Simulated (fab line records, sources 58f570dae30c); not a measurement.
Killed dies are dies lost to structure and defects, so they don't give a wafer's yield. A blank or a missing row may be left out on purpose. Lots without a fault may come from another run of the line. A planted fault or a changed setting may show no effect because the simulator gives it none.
fab line records | flow berkeley_cmos170
record lots=5 wafers=15 last_day=11
route steps=331 shown CONTACT@222 M3@331
lots that met no fault: from a run of the same line without faults
start_h: hours from the record's first day to the start of the lot's first wafer shown | wait_h: hours since the lot's step before | " the same as in the row above | L1.1+2: a row that stands for several wafers | - no value, or no start given | * or withheld: withheld | < > ~ a bound
route shown NAME@n: a module of which the file shows steps, and the number in the route of the first | usual: mean/standard deviation of fault-free wafers | same: alike in all rows | chamber/n: place in a boat | sites: the reading at each site | _std_site: their standard deviation | _edge_site: outer sites' mean less inner sites' | radius_mm: how far each site lies from the wafer's centre | mask NAME#n: copy n | behind: the tool/chamber that last shaped the wafer | hold: why the lot was held/for how many hours/how that ended | device: the transistor (n, p or np) that didn't switch | end of line: the same wafers' tests at the end of the route | a step without rows: its recipe alone | killed: dies lost to structure and defects at the first sort, not the wafer's yield | map: a wafer's dies, x killed, . not, _ none there
set.NAME: the setting as run; set.NAME@STEP: as run at that earlier step | model.NAME: the simulator's own value behind a step, which no gauge read
lots at some steps of the route; a table a step, a row a wafer
services: from which hour (start_h, from the record's first day; less than 0 if before it) a tool's chamber was out of use, for how many hours, and why
## steps
# step UCB170_CONTACT_STRIP_06
# recipe chemistry=O2 power_w=400 pressure_mtorr=3500 platen_temp_c=withheld o2_flow_sccm=400 overash_fraction=0.5
# usual drypump_motor_current_A=5.6/0.38 oes_product_au=0.734/0.0046 strip_time_to_endpoint_s=22.01/0.077
# columns lot.wafer tool chamber start_h wait_h drypump_motor_current_A oes_product_au rf_hours_counter_h strip_time_to_endpoint_s
L739.3 plasma_asher-01 0 187.44 0.1 4.9 0.736 - 22.02
L739.4 " 1 " " 5.5 0.730 - 21.90
L739.6 " 1 " " 5.6 0.732 - 22.00
L740.2 plasma_asher-01 0 193.94 0.1 4.9 0.738 49 21.97
L740.4 " 0 " " 4.8 0.737 - 21.90
L740.6 " 1 " " 5.5 0.738 - 22.02
L746.1 plasma_asher-02 1 216.58 0.1 6.2 0.731 39 22.05
L746.3 " 1 " " 6.2 0.728 - 22.12
L746.5 " 1 " " 6.2 0.738 - 22.10
L751.2 plasma_asher-02 1 245.92 0.1 6.1 0.742 42 22.09
L751.4 " 0 " " 5.7 0.734 - 22.09
L751.5 " 1 " " 6.1 0.732 - 22.10
L753.4 plasma_asher-02 0 246.41 0.1 5.7 0.732 - 22.01
L753.5 " 1 " " 6.2 0.732 - 21.98
L753.6 " 0 " " 5.7 0.736 - 22.01
# step UCB170_CONTACT_CLEAN_07
# recipe chemistry=SPM temp_c=120 time_s=600
# step UCB170_CONTACT_RTA_08
# recipe temp_c=900 time_s=10 ambient=N2
# usual chamber_o2_ppm=2.000/0.022 lamp_power_pct=23.8/2.1 wafer_temp_C_max=902.9/0.67
# columns lot.wafer tool chamber start_h wait_h chamber_o2_ppm lamp_power_pct wafer_temp_C_max
L739.3 rtp_anneal-01 0 187.72 0.0 2.005 21.9 902.5
L739.4 " 0 " " 2.014 21.9 903.1
L739.6 " 0 " " 2.005 21.9 903.4
L740.2 rtp_anneal-02 0 194.22 0.0 2.041 26.1 903.5
L740.4 " 0 " " 2.035 26.1 902.9
L740.6 " 0 " " 2.025 26.1 902.5
L746.1 rtp_anneal-02 0 216.85 0.0 1.999 26.1 903.2
L746.3 " 0 " " 2.004 26.1 903.3
L746.5 " 0 " " 2.008 26.1 902.7
L751.2 rtp_anneal-02 0 246.21 0.0 1.951 26.1 901.9
L751.4 " 0 " " 1.964 26.1 902.3
L751.5 " 0 " " 1.985 26.1 903.9
L753.4 rtp_anneal-01 0 246.68 0.0 2.004 22.0 903.0
L753.5 " 0 " " 1.974 21.9 902.8
L753.6 " 0 " " 2.008 21.9 902.6
# step UCB170_CONTACT_COAT_09
# recipe resist=BARC temp_c=withheld time_s=withheld spin_rpm=3000 resist_thk_nm=withheld
# step UCB170_CONTACT_COAT_10
# recipe resist=KrF spin_rpm=1500 resist_thk_nm=900
# step UCB170_CONTACT_SOFTBAKE_11
# recipe resist=KrF temp_c=130 time_s=60
# step UCB170_CONTACT_EXPOSE_12
# recipe mask_id=CONT target_cd_nm=700 na=0.5 sigma_outer=0.6 source_shape=conventional dose_mj=35
# step UCB170_CONTACT_PEB_13
# recipe peb_temp_c=130 peb_time_s=withheld resist=KrF
# step UCB170_CONTACT_DEVELOP_14
# recipe developer=TMAH develop_time_s=45 resist=KrF dev_temp_c=21
# step UCB170_CONTACT_CD_MEAS_15
# recipe target_cd_nm=700
# usual cd_nm=699.1/1.7
# columns lot.wafer tool chamber start_h wait_h cd_nm
L739.3 cd_sem-01 - 189.26 - 699.4
L739.4 " - " " 699.6
L739.6 " - " " 700.7
L740.2 cd_sem-02 - 195.77 - 698.3
L740.4 " - " " 698.8
L740.6 " - " " 698.6
L746.1 cd_sem-01 - 217.98 - 698.0
L746.3 " - " " 699.5
L746.5 " - " " 698.8
L751.2 cd_sem-02 - 247.57 - 696.1
L751.4 " - " " 696.4
L751.5 " - " " 696.2
L753.4 cd_sem-01 - 247.90 - 698.5
L753.5 " - " " 699.9
L753.6 " - " " 700.7
# step UCB170_CONTACT_OVL_MEAS_16
# usual CONTACT_OVL=1/5.3
# columns lot.wafer tool chamber start_h wait_h CONTACT_OVL[nm]
L739.3 overlay-02 - 189.36 0.1 -2
L739.4 " - " " -6
L739.6 " - " " -7
L740.2 overlay-01 - 195.87 0.1 10
L740.4 " - " " -2
L740.6 " - " " 5
L746.1 overlay-01 - 218.10 0.1 8
L746.3 " - " " 12
L746.5 " - " " 9
L751.2 overlay-02 - 247.68 0.1 6
L751.4 " - " " 7
L751.5 " - " " 11
L753.4 overlay-01 - 247.98 0.1 8
L753.5 " - " " 4
L753.6 " - " " -6
# step UCB170_CONTACT_ETCH_17
# recipe chemistry=N2/H2 target_depth_a=withheld overetch_a=withheld target=BARC time_s=withheld source_w=500 bias_w=100 pressure_mtorr=30 n2_flow_sccm=100 h2_flow_sccm=200
# usual drypump_motor_current_A=5.78/0.27 h2_flow_sccm=200.2/0.67 oes_product_au=1.001/0.027 rf_fwd_power_W=494.8/2.2 throttle_valve_pct=13.33/0.21
# columns lot.wafer tool chamber start_h wait_h drypump_motor_current_A h2_flow_sccm oes_product_au rf_fwd_power_W throttle_valve_pct
L739.3 rie_diel-04 1 189.38 0.0 5.75 199.6 0.986 493.8 13.40
L739.4 " 0 " " 5.89 200.7 0.939 496.2 13.01
L739.6 " 2 " " 5.43 199.3 1.003 493.7 13.16
L740.2 rie_diel-03 2 195.90 0.0 6.18 199.8 0.972 490.4 12.88
L740.4 " 1 " " 5.73 200.2 1.037 494.2 13.22
L740.6 " 0 " " 6.46 201.0 0.979 492.8 13.51
L746.1 rie_diel-03 2 218.14 0.0 6.24 199.9 0.995 490.2 12.90
L746.3 " 3 " " 5.86 200.1 0.988 497.6 13.60
L746.5 " 2 " " 6.22 199.6 0.990 490.3 12.86
L751.2 rie_diel-04 3 247.71 0.0 5.66 199.8 1.043 495.4 13.67
L751.4 " 1 " " 5.74 200.0 0.978 497.5 13.42
L751.5 " 2 " " 5.39 199.8 1.018 496.0 13.16
L753.4 rie_diel-04 3 248.02 0.0 5.68 200.2 1.043 495.6 13.67
L753.5 " 1 " " 5.77 199.1 0.985 498.3 13.40
L753.6 " 2 " " 5.43 200.2 1.023 490.7 13.16
# step UCB170_CONTACT_ETCH_18
# recipe chemistry=CHF3/CF4/Ar target=PSG stop_on=TiSi2 CHF3_flow_sccm=45 cf4_flow_sccm=15 Ar_flow_sccm=150 pressure_mtorr=200 rf_w=700 target_depth_a=8400 over_etch_frac=0.2 time_s=195
# usual drypump_motor_current_A=5.78/0.27 oes_product_au=0.897/0.011 rf_fwd_power_W=697.4/2.4 throttle_valve_pct=6.93/0.13
# columns lot.wafer tool chamber start_h wait_h drypump_motor_current_A oes_product_au rf_fwd_power_W rf_hours_counter_h throttle_valve_pct model.KrF_of_CONTACT_COAT_10.thk_nm
L739.3 rie_diel-04 1 189 - 5.73 0.895 701.3 29 6.91 693.9
L739.4 " 0 " " 5.91 0.890 696.6 26 6.71 696.7
L739.6 " 2 " " 5.42 0.909 696.8 - 6.77 691.3
L740.2 rie_diel-03 2 195 - 6.21 0.904 695.4 110 6.67 697.9
L740.4 " 1 " " 5.71 0.893 693.8 123 6.95 684.8
L740.6 " 0 196 - 6.43 0.897 697.1 - 7.08 690.9
L746.1 rie_diel-03 2 218 - 6.19 0.904 807.2 111 6.69 682.1
L746.3 " 3 " " 5.81 0.912 698.3 112 7.02 696.2
L746.5 " 2 " " 6.20 0.910 802.9 - 6.68 682.1
L751.2 rie_diel-04 3 247 - 5.72 0.898 699.8 11 7.12 690
L751.4 " 1 " " 5.74 0.896 697.4 - 6.90 698.7
L751.5 " 2 " " 5.40 0.912 697.0 - 6.77 691.4
L753.4 rie_diel-04 3 248 - 5.69 0.896 694.7 - 7.11 683.3
L753.5 " 1 " " 5.74 0.895 692.7 - 6.89 694.4
L753.6 " 2 " " 5.38 0.923 700.0 - 6.77 686.5
# step UCB170_CONTACT_STRIP_19
# recipe chemistry=O2 power_w=400 pressure_mtorr=3500 platen_temp_c=withheld o2_flow_sccm=400 overash_fraction=0.5
# usual drypump_motor_current_A=5.5/0.37 oes_product_au=0.726/0.0046
# columns lot.wafer tool chamber start_h wait_h drypump_motor_current_A oes_product_au rf_hours_counter_h
L739.3 plasma_asher-03 0 189.58 - 5.8 0.727 -
L739.4 " 1 " " 5.6 0.727 -
L739.6 " 1 " " 5.5 0.720 -
L740.2 plasma_asher-03 1 196.07 - 5.5 0.731 10
L740.4 " 0 " " 5.8 0.728 -
L740.6 " 0 " " 5.8 0.724 -
L746.1 plasma_asher-03 0 218.31 - 5.8 0.726 14
L746.3 " 0 " " 5.8 0.727 -
L746.5 " 0 " " 5.8 0.724 -
L751.2 plasma_asher-03 1 247.88 - 5.6 0.732 17
L751.4 " 0 " " 5.8 0.718 -
L751.5 " 1 " " 5.6 0.727 -
L753.4 plasma_asher-01 1 248.20 - 5.5 0.720 -
L753.5 " 0 " " 4.9 0.724 -
L753.6 " 1 " " 5.5 0.728 -
# step UCB170_M3_PROBE_99
# columns lot.wafer tool chamber start_h wait_h model.etest.antenna_contact.vt_shift_v
L739.3 prober-02 - 205.25 0.2 -0.007292
L739.4 prober-02 - 205.30 0.2 -0.008772
L739.6 prober-02 - 205.40 0.2 -0.01288
L740.2 prober-01 - 212.53 0.1 -0.002937
L740.4 prober-01 - 212.63 0.2 -0.01041
L740.6 prober-01 - 212.73 0.2 -0.0107
L746.1 prober-01 - 234.40 0.1 -0.01477
L746.3 prober-01 - 234.50 0.2 -0.004022
L746.5 prober-01 - 234.60 0.2 -0.01503
L751.2 prober-02 - 266.10 0.1 -0.01241
L751.4 prober-02 - 266.20 0.2 -0.001706
L751.5 prober-02 - 266.25 0.2 -0.00541
L753.4 prober-01 - 266.47 0.2 -0.01161
L753.5 prober-01 - 266.52 0.2 -0.006824
L753.6 prober-01 - 266.57 0.2 -0.005462
# killed by level:class
L739.3 ACTIVE:geometric_particle:open=1 GATE:geometric_particle:short=1
L739.4 SILICIDE:geometric_particle:short=2 SCREENOX:geometric_particle:open=1 GATE:geometric_particle:open=1 GATE:geometric_particle:short=1 ACTIVE:area_etch=1
L739.6 GATE:geometric_particle:short=1
L740.2 START:geometric_particle:open=1 FIELD:geometric_particle:short=1 GATE:geometric_particle:short=1 SILICIDE:geometric_particle:open=1 M3:geometric_particle:open=1
L740.4 ACTIVE:geometric_particle:open=1 GATE:geometric_particle:short=1
L740.6 START:geometric_particle:short=1 ACTIVE:geometric_particle:short=1 SCREENOX:geometric_particle:short=1 M1:geometric_particle:short=1 M2:geometric_particle:short=1
L751.2 FIELD:geometric_particle:short=1 M3:geometric_particle:short=1
L751.4 GATE:geometric_particle:open=1 M1:geometric_particle:short=1 ACTIVE:area_etch=1
L751.5 SILICIDE:geometric_particle:open=1
L753.4 SACOX:geometric_particle:open=1 V1:geometric_particle:short=1 V2:geometric_particle:open=1
L753.5 V1:geometric_particle:open=2 GATE:geometric_particle:short=1 GATE:geometric_particle:open=1 SILICIDE:geometric_particle:short=1
L753.6 SACOX:geometric_particle:short=1 GATE:geometric_particle:short=1 SILICIDE:geometric_particle:short=1 V1:geometric_particle:open=1 V2:geometric_particle:open=1 M3:geometric_particle:open=1 ACTIVE:area_etch=1
## services
# columns tool chamber start_h hours kind
plasma_asher-02 - 171.19 3.6 repair
rie_diel-03 0 177.68 6.7 repair
plasma_asher-02 - 188.19 11.2 repair
rie_diel-03 - 208.42 0.4 repair
plasma_asher-03 - 244.28 0.7 repair
rie_diel-03 - 247.09 2.8 pm
rie_diel-04 0 247.51 1.5 repair
## key
first_sign step=UCB170_CONTACT_ETCH_18 reading=rf_fwd_power_W direction=up sigmas=45 usual=697.4 struck=805.0
effect none on later readings
model_effect step=UCB170_CONTACT_ETCH_18 value=KrF_of_CONTACT_COAT_10.thk_nm without=696.9 struck=682.1
model_effect step=UCB170_M3_PROBE_99 value=etest.antenna_contact.vt_shift_v without=-0.007963 struck=-0.0149
met_at UCB170_CONTACT_ETCH_18
struck_wafers L746.1,L746.5
sort_left_out L746.1,L746.5
tester_left_out L746
onset_between 195 218
fault kind=process_parameter_drift tool=rie_diel-03 chamber=2 onset_h=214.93 steps=UCB170_CONTACT_ETCH_18 channel=rf_w offset=112 shape=step end_h=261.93 acts_in=these_recipes_only stated=700
# tester_left_out: of these lots the tester's yield and bins aren't shown, on N5 and GAA mostly nor the transistor test; their killed dies are dies lost to structure and defects alone, not to doping, threshold or leakage, so they don't give the yield
# sort_left_out: the simulated sort isn't trusted on such a fault, so these wafers' sort isn't shown, and their yield isn't known
